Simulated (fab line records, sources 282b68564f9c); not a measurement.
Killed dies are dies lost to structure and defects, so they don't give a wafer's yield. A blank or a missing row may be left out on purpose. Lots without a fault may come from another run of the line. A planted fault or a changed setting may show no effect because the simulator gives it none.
One fault seen from 2 desks | flow rit_cmos | each desk has only its own numbers; what lay behind them comes last

THE TOOL OWNER'S DESK: rie_diel-03
The tool's own readings at RIT_CONTACT_ETCH_11 (etches SiO2 in CHF3/CF4/Ar, stops on TiSi2, target depth 480 nm, time 320 s): means of the sampled wafers that have a number, for each lot that ran on this tool. A lot is out of limits, marked OUT, if its mean lies more than 4 standard deviations from the usual mean; the brackets give that distance.
Columns: A = cf4_flow_sccm at RIT_CONTACT_ETCH_11, usual 10.000 sccm; B = drypump_motor_current_A at RIT_CONTACT_ETCH_11, usual 5.9 A; C = oes_product_au at RIT_CONTACT_ETCH_11, usual 0.990 a.u.; D = throttle_valve_pct at RIT_CONTACT_ETCH_11, usual 8.89 %
lot  | first seen here | A      | B   | C     | D
L232 | day 5 10:20     | 10.039 | 6.1 | 0.988 | 8.88
L239 | day 6 17:23     | 10.002 | 6.1 | 0.981 | 8.87
L241 | day 7 02:59     | 10.005 | 5.7 | 0.990 | 8.83
This desk's finding: nothing out of limits on any of the 3 lots.

THE METROLOGY DESK
What the gauges read, lot by lot, whatever tool the lot ran on: means of the sampled wafers that have a number. A lot is out of limits, marked OUT, if its mean lies more than 4 standard deviations from the usual mean; the brackets give that distance.
Columns: A = CONTACT_TEOS_THK at RIT_CONTACT_THK_MEAS_01, usual 382 nm; B = cd_nm at RIT_CONTACT_CD_MEAS_08, usual 999.7 nm; C = CONTACT_OVL at RIT_CONTACT_OVL_MEAS_09, usual -0.4 nm
lot  | first seen here | A   | B      | C
L223 | day 3 07:24     | 385 | 998.7  | -1.4
L232 | day 5 09:00     | 385 | 998.9  | -0.1
L239 | day 6 16:03     | 385 | 1000.2 | -0.8
L240 | day 6 21:48     | 383 | 997.3  | -0.4
L241 | day 7 01:39     | 377 | 999.1  | 1.4
L245 | day 8 02:29     | 382 | 999.7  | -0.7
This desk's finding: nothing out of limits on any of the 6 lots.

PUT TOGETHER
The tool owner's desk saw nothing out of limits.
The metrology desk saw nothing out of limits.

WHAT THE SIMULATOR HAD PUT IN
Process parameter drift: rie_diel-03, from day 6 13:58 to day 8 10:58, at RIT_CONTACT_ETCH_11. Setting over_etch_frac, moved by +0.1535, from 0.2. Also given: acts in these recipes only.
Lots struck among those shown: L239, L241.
